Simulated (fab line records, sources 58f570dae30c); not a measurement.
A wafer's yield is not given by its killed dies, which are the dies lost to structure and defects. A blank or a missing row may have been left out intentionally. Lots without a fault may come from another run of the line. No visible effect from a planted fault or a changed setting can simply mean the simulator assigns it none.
Problem report in the 8D (eight disciplines) form, filled by code	flow berkeley_cmos170	the parts of the form that need people (team, actions taken, sign-off) are left out

== 1. PROBLEM STATEMENT ==
Mean SPACER_TEOS_THK at UCB170_SPACER_THK_MEAS_01: 428 nm over 6 wafers in 2 lots; fault-free wafers: 374 nm, standard deviation 5.1. That puts it +11 standard deviations away from the usual mean.
First seen on wafer L433.3, day 7 21:53, on film_metro-02. The record holds 42 wafers of 14 lots with a number at this step. Rule for "out" (also "out of limits"): further than 4 standard deviations from the usual mean. The rest of the wafers with a number are treated as sound.

== 2. WHAT IT IS; WHAT IT IS NOT ==
question	is	is not
which readings at this step	SPACER_TEOS_THK	-
which lots	L433, L435	L425, L426, L427, L434, L436, L438, L439, L441, L442, L444, L445, L447
which wafers of those lots	all that have a number	-
read on which gauges	film_metro-02	film_metro-03, film_metro-04
when	from day 7 21:53	up to then (12 sound wafers); but 24 sound wafers of L436, L438, L439, L441, L442, L444, L445, L447 came after

== 3. SUSPECTS, AND WHAT RULES EACH OUT ==
Counting: any tool at a process step up to the reading is kept as a suspect provided that every lot that is out went through it and no sound lot did after the first of them.
- the gauge at UCB170_SPACER_THK_MEAS_01: kept. All the wafers that are out were read on film_metro-02, and no step on other tools shows them out.
- pecvd-01 at UCB170_SPACER_CVD_00 (deposits SiO2 from TEOS/O2, target thk 376 nm, time 47 s): kept. It processed each lot that is out, first L433 at day 7 21:49, and no sound lot thereafter; up to then, the last sound lot it processed was L427 at day 6 06:55.
After counting, pecvd-01 at UCB170_SPACER_CVD_00 and film_metro-02 at UCB170_SPACER_THK_MEAS_01 remain.

== 4. THE CAUSE (what the simulator had put in) ==
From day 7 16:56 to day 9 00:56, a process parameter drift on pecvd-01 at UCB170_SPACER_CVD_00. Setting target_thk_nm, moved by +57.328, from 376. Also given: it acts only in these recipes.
After counting, 2 suspects remain, this tool included.

== 5. THE CHAIN OF EFFECTS, in route order ==
One row per reading whose mean, taken over the struck wafers that have a number, lies over 3 standard deviations from the usual. Only readings whose record carries a usual standard deviation are examined. hours: median over the lots of the time between each lot's start at the first step of this table that gives one and its start at this step. sigmas: the change, counted in usual standard deviations.
hours	step	reading	usual	on struck wafers	change	sigmas
0	UCB170_SPACER_THK_MEAS_01	SPACER_TEOS_THK	374 nm	428	+54	+11
6	UCB170_SPACER_ETCHBACK_03	oes_product_au	0.894 a.u.	0.975	+0.081	+4.3
Process steps it contains:
- UCB170_SPACER_ETCHBACK_03: etches SiO2 in CHF3/CF4/Ar, stops on Si, target depth 376 nm, time 100 s.

== 6. WHAT WOULD HAVE CAUGHT IT SOONER ==
In this record the first reading out of limits at a measuring or inspecting step was taken at day 7 21:53, 5 hours after the fault began at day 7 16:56.
No tool reading at UCB170_SPACER_CVD_00 that has a usual standard deviation in the record was out on any struck wafer, so an alarm limit of 4 standard deviations on those readings would not have fired.
Among the 2 lots that are out, L435 began UCB170_SPACER_CVD_00 on pecvd-01 after day 7 21:53. Had the tool been put on hold then, it would have been spared.
